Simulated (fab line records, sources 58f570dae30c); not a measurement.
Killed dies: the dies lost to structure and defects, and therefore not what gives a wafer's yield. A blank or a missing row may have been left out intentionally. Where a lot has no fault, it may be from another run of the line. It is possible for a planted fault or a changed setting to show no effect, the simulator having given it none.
Problem report in the 8D (eight disciplines) form, filled by code	flow berkeley-cmos170	the parts of the form that need people (team, actions taken, sign-off) are left out

1. PROBLEM STATEMENT
V2_TEOS_THK at UCB170_V2_THK_MEAS_01 reads a mean of 2780 nm on 2 wafers of 1 lot; wafers without a fault read 1999 nm with a standard deviation of 23. Relative to the usual mean, that is a shift of +34 standard deviations.
Seen first at day 10 10:25 on film-metro-03, wafer L480.1. At this step, 39 wafers from 13 lots have a number in the record. Rule for "out", or "out of limits": more than 4 standard deviations from the usual mean. The other wafers with a number count as sound.

2. WHAT THIS IS AND IS NOT
question	is	is not
which readings at this step	V2_TEOS_THK	-
which lots	L480	L467, L468, L470, L471, L472, L474, L475, L479, L481, L484, L486, L487
which wafers of those lots	L480.1, L480.5	L480.4
read on which gauges	film-metro-03	film-metro-02, film-metro-04
when	from day 10 10:25	up to then (25 sound wafers); but 12 sound wafers of L481, L484, L486, L487 came after

3. SUSPECTS, AND WHAT RULES EACH OUT
Counting: a tool at a process step up to the reading stays a suspect if it ran every lot that is out. Sound lots after the first of them don't rule it out here, since some wafers of a struck lot are sound.
- the gauge at UCB170_V2_THK_MEAS_01: kept. All the wafers that are out were read on film-metro-03, and no step on other tools shows them out.
- pecvd-02 at UCB170_V2_CVD_00 (deposits SiO2 from TEOS/O2, target thk 2000 nm, time 250 s): kept. The lot that is out, L480, ran on it at day 10 10:16; the last sound lot it ran before that was L474, at day 9 15:57.
- Within pecvd-02 at UCB170_V2_CVD_00: the wafers that are out ran in chamber 1; their sound lot-mates ran in chamber 2.
Left after counting: pecvd-02 at UCB170_V2_CVD_00, film-metro-03 at UCB170_V2_THK_MEAS_01.

4. THE CAUSE (what the simulator had put in)
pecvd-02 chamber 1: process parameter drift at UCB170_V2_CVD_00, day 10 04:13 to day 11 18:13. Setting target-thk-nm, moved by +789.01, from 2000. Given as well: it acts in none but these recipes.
After counting, 2 suspects remain, this tool included.

5. SEQUENCE OF EFFECTS, ordered by route
Each row: a reading whose mean over the struck wafers that have a number lies more than 3 standard deviations from the usual. Only readings for which the record gives a usual standard deviation are gone through. hours: the time from each lot's start at the first step in this table that gives one to its start at this step, as a median over the lots. sigmas: the change in usual standard deviations.
hours	step	reading	usual	on struck wafers	change	sigmas
0	UCB170_V2_THK_MEAS_01	V2_TEOS_THK	1999 nm	2780	+781	+34
At these later measuring or inspecting steps, every struck wafer for which the step has a row has a number for every such reading, and none has moved that far: UCB170_V2_BOW_MEAS_03.

6. WHAT WOULD HAVE CAUGHT IT SOONER
Counted from the fault's start at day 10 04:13, it took 6 hours until the first out-of-limits reading at a measuring or inspecting step in this record, taken at day 10 10:25.
An alarm limit of 4 standard deviations would not have fired on the tool readings at UCB170_V2_CVD_00 for which the record gives a usual standard deviation, since none of them was out on any struck wafer.
Each of the lots that are out, 1 in all, had begun UCB170_V2_CVD_00 on pecvd-02 no later than day 10 10:25. Had the tool been put on hold then, not one of them would have been saved.
